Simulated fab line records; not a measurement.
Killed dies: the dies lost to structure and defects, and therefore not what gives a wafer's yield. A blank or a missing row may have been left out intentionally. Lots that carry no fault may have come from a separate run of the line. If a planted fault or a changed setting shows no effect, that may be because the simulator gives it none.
Problem report in the 8D (eight disciplines) form, filled by code | flow rit cmos | the parts of the form that need people (team, actions taken, sign-off) are left out

1. WHAT WENT WRONG
SILICIDE_TI_RS at RIT_SILICIDE_RS_MEAS_02 reads a mean of 32.4 ohm/sq on 1 wafer of 1 lot; wafers without a fault read 47.8 ohm/sq with a standard deviation of 0.61. Measured from the usual mean, that is -25 standard deviations.
The step: measures by four-point-probe.
First observed at day 5 06:25: wafer L186.2, on film metro-02. At this step, 39 wafers from 13 lots have a number in the record. Rule for "out", or "out of limits": more than 4 standard deviations from the usual mean. The other wafers with a number count as sound.

2. WHAT IT IS; WHAT IT IS NOT
question                    | is               | is not
which readings at this step | SILICIDE_TI_RS   | -
which lots                  | L186             | L177, L178, L179, L180, L181, L182, L185, L189, L193, L195, L197, L199
which wafers of those lots  | L186.2           | L186.5, L186.6
read on which gauges        | film metro-02    | film metro-01
when                        | from day 5 06:25 | up to then (23 sound wafers); but 15 sound wafers of L189, L193, L195, L197, L199 came after

3. WHAT RULES OUT EACH SUSPECT
Counting: any tool at a process step up to the reading remains a suspect provided it ran every lot that is out. Sound lots after the first of them don't rule it out here, since some wafers of a struck lot are sound.
- the gauge at RIT_SILICIDE_RS_MEAS_02: kept. All the wafers that are out were read on film metro-02, and no step on other tools shows them out.
- pvd sputter-04 at RIT_SILICIDE_SPUTTER_01 (material Ti, target thk 30 nm, time 240 s): kept. L186, the lot that is out, went through it at day 5 06:14; up to then, the latest sound lot through it was L182 at day 4 07:34.
What counting leaves: pvd sputter-04 at RIT_SILICIDE_SPUTTER_01 and film metro-02 at RIT_SILICIDE_RS_MEAS_02.

4. THE CAUSE (what the simulator had put in)
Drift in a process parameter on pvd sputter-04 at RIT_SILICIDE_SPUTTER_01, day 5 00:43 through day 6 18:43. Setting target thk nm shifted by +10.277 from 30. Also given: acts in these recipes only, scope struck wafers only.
Counting leaves 2 suspects; this tool is one of them.

5. THE CHAIN OF EFFECTS, in route order
Each row: a reading whose mean over the struck wafers that have a number lies more than 3 standard deviations from the usual. Readings are gone through only where the record gives a usual standard deviation; hours: the median, over the lots, of the time from a lot's start at the first step in this table giving one to that lot's start at this step; sigmas: the change measured in usual standard deviations.
hours | step                     | reading         | usual       | on struck wafers | change | sigmas
0     | RIT_SILICIDE_RS_MEAS_02  | SILICIDE_TI_RS  | 47.8 ohm/sq | 32.4             | -15.4  | -25
0     | RIT_SILICIDE_THK_MEAS_03 | SILICIDE_TI_THK | 29.79 nm    | 40.77            | +10.98 | +37

6. WHAT WOULD HAVE CAUGHT IT SOONER
6 hours passed between the start of the fault at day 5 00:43 and the first reading out of limits at a measuring or inspecting step in this record, taken at day 5 06:25.
An alarm limit of 4 standard deviations would not have fired on the tool readings at RIT_SILICIDE_SPUTTER_01 for which the record gives a usual standard deviation, since none of them was out on any struck wafer.
Each of the lots that are out, 1 in all, had begun RIT_SILICIDE_SPUTTER_01 on pvd sputter-04 no later than day 5 06:25. Holding the tool at that point would not have protected any of them.
